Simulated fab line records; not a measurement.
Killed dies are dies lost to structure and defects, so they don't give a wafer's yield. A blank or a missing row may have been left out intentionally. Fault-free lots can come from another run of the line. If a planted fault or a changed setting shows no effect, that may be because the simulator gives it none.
Split-lot trial | flow rit_cmos | 23 wafers read from 5 lots, route of 202 steps

== THE SPLIT ==
At RIT_PLDD_COAT_01 (resist thk 1000 nm), the setting spin_rpm was moved away from the recipe's 3250 rpm on 7 of the 23 wafers read, by -6.5% to -5.0%. All remaining wafers had this setting at the recipe value.

== FROM THE SPLIT TO THE READING: what the file shows between them, 3 steps ==
- RIT_PLDD_SOFTBAKE_02: time 60 s
- RIT_PLDD_EXPOSE_03: exposes mask M8, target cd 40900 nm
- RIT_PLDD_DEVELOP_05: develop time 50 s

== THE READING ==
NOVOLAK_of_PLDD_COAT_01.thk_nm (the simulator's own value, which no gauge read), in nm, at RIT_PLDD_HARDBAKE_07 (time 60 s). The file does not state a usual value for it. Average 882.2 nm, standard deviation 1.9 nm, over the 16 wafers here run with the recipe.

wafer  | tool, chamber at the split | spin_rpm as run, rpm | against the recipe | NOVOLAK_of_PLDD_COAT_01.thk_nm, nm | against lot-mates on the recipe
L077.1 | litho_track-02, 0          | 3038                 | -6.5%              | 909.6                              | +28.7
L077.3 | litho_track-02, 0          | 3250                 | recipe             | 880.8                              | -
L077.4 | litho_track-02, 0          | 3038                 | -6.5%              | 910.2                              | +29.3
L077.5 | litho_track-02, 0          | 3250                 | recipe             | 880.3                              | -
L077.6 | litho_track-02, 0          | 3250                 | recipe             | 881.5                              | -
L080.1 | litho_track-04, 0          | 3086                 | -5.0%              | 904.4                              | +21.6
L080.2 | litho_track-04, 0          | 3086                 | -5.0%              | 904.6                              | +21.8
L080.3 | litho_track-04, 0          | 3250                 | recipe             | 882.6                              | -
L080.4 | litho_track-04, 0          | 3086                 | -5.0%              | 903.4                              | +20.6
L080.5 | litho_track-04, 0          | 3250                 | recipe             | 883                                | -
L081.1 | litho_track-04, 0          | 3250                 | recipe             | 885.4                              | -
L081.2 | litho_track-04, 0          | 3038                 | -6.5%              | 916.4                              | +32.1
L081.4 | litho_track-04, 0          | 3250                 | recipe             | 882.5                              | -
L081.5 | litho_track-04, 0          | 3038                 | -6.5%              | 913.6                              | +29.3
L081.6 | litho_track-04, 0          | 3250                 | recipe             | 885.1                              | -
L083.2 | litho_track-02, 0          | 3250                 | recipe             | 879.2                              | -
L083.3 | litho_track-02, 0          | 3250                 | recipe             | 878.8                              | -
L083.4 | litho_track-02, 0          | 3250                 | recipe             | 880.3                              | -
L083.5 | litho_track-02, 0          | 3250                 | recipe             | 882.2                              | -
L083.6 | litho_track-02, 0          | 3250                 | recipe             | 881.4                              | -
L084.2 | litho_track-02, 0          | 3250                 | recipe             | 883.5                              | -
L084.5 | litho_track-02, 0          | 3250                 | recipe             | 885                                | -
L084.6 | litho_track-02, 0          | 3250                 | recipe             | 882.9                              | -

FIT RESULTS
A straight line over all 23 wafers: NOVOLAK_of_PLDD_COAT_01.thk_nm changes by -4.56 nm for each +1% of spin_rpm; r = -0.99; the points scatter about the line by 2.1 nm.
The same after taking each lot's own level away (the mean of its wafers on the recipe; 23 wafers): -4.48 nm for each +1%; r = -1.00; scatter 1.2 nm.
According to that fit, moving spin_rpm by its largest amount changes the reading by 29 nm.
The span of the lots' own levels, 880.38 to 884.33 nm, comes to 2.0 times the standard deviation stated above.
So the lot-to-lot level changes the slope little: the two slopes agree.
Check: +29.2 nm against its lot-mates is what the line predicts for one of the wafers moved furthest among these (-6.5%) when that wafer is left out of the fit. Against them it came out at +28.7 nm.

== THESE WAFERS: OTHER SPLITS ==
Other splits were also applied to these wafers ahead of the reading. Each is held against what the fit with the lots' levels taken away leaves over:
other split on the same wafers  | wafers away from the commonest value | r with NOVOLAK_of_PLDD_COAT_01.thk_nm (lot level and that fit taken away)
RIT_ACTIVE_COAT_06 spin_rpm     | 8                                    | -0.23
RIT_ACTIVE_ETCH_13 rf_w         | 6                                    | -0.02
RIT_FOX2_WET_ETCH_03 time_s     | 18                                   | -0.04
RIT_NWELL_COAT_01 resist_thk_nm | 11                                   | +0.22
RIT_NRETRO_IMPLANT_08 dose_cm2  | 10                                   | -0.02
RIT_GATE_EXPOSE_13 dose_mj      | 7                                    | +0.22
RIT_GATE_STRIP_20 o2_flow_sccm  | 7                                    | +0.44
RIT_NLDD_SOFTBAKE_02 temp_c     | 7                                    | +0.11

== THE WHOLE CHAIN: every reading that the file lists as answering this split, in the file's order ==
step                 | what it does       | reading                                                                         | change (the file's fit)              | r (the file's)
RIT_PLDD_COAT_01     | resist thk 1000 nm | NOVOLAK_of_PLDD_COAT_01.thk_nm (the simulator's own value, which no gauge read) | -5.14 nm for each +1% of the setting | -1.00
RIT_PLDD_HARDBAKE_07 | time 60 s          | NOVOLAK_of_PLDD_COAT_01.thk_nm (the simulator's own value, which no gauge read) | -4.5 nm for each +1% of the setting  | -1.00

== THE FILE'S OWN FIT ==
NOVOLAK_of_PLDD_COAT_01.thk_nm changes by -4.5 nm for each +1% of spin_rpm, r = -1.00.
